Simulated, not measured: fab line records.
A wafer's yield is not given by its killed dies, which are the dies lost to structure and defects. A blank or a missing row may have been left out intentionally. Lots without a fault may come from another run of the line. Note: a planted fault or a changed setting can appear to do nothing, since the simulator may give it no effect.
Which tool did it?	flow rit cmos	8 lots, 24 wafers sampled, at 2 steps of a route of 202

== WHAT THE GAUGES SHOWED, per wafer ==
RIT_NLDD_TW_MEAS_10.
lot	measured	on	NLDD_TW
L792	day 3 05:44	film metro-03	2490 2490 2508
L794	day 3 15:21	film metro-01	2467 2472 2462
L796	day 3 23:24	film metro-02	2509 2510 2513
L798	day 4 10:59	film metro-01	2466 2462 2464
L800	day 4 20:13	film metro-01	2457 2468 2466
L802	day 5 06:10	film metro-03	2477 2498 2492
L804	day 5 16:22	film metro-03	1334 1340 1331
L806	day 6 07:07	film metro-01	1323 1326 1330

== EACH LOT AND THE TOOL THAT RAN IT (in order: tool; ch and the chambers of the sampled wafers; start) ==
lot	RIT_NLDD_IMPLANT_08
L792	implanter-01 ch 0, day 3 05:25
L794	implanter-01 ch 0, day 3 15:02
L796	implanter-02 ch 0, day 3 23:05
L798	implanter-01 ch 0, day 4 10:40
L800	implanter-01 ch 0, day 4 19:53
L802	implanter-01 ch 0, day 5 05:51
L804	implanter-01 ch 0, day 5 16:03
L806	implanter-03 ch 0, day 6 06:49
- RIT_NLDD_IMPLANT_08

== THE ANSWER, worked out from the rows above alone ==
Rule: the usual values come from the lots themselves. The widest of any qualifying gaps counts: lots, ordered by their means at a reading, are off when they make up no more than a third of the lots, leave a main group of 4 or more, and stand apart from it by 3 or more times the standard deviation of that group's means. A main group is skipped when, at the precision printed for the reading in the tables above, its means are all equal. Also off: a lot with no number at a reading for which 4 or more lots have one. Where the step has rows for the other lots, those lots are counted as sound.
Off: L804, L806, seen at RIT_NLDD_TW_MEAS_10 (NLDD_TW). The main group has a mean of 2482 with a standard deviation of 18.
A tool fits if, at a process step before that reading, it ran every lot that is off, and no sound lot after the first of them. Gauges at RIT_NLDD_TW_MEAS_10: tried the same way as those tools. Not one of the candidates tried fits.

== WHAT WAS PUT IN BY THE SIMULATOR ==
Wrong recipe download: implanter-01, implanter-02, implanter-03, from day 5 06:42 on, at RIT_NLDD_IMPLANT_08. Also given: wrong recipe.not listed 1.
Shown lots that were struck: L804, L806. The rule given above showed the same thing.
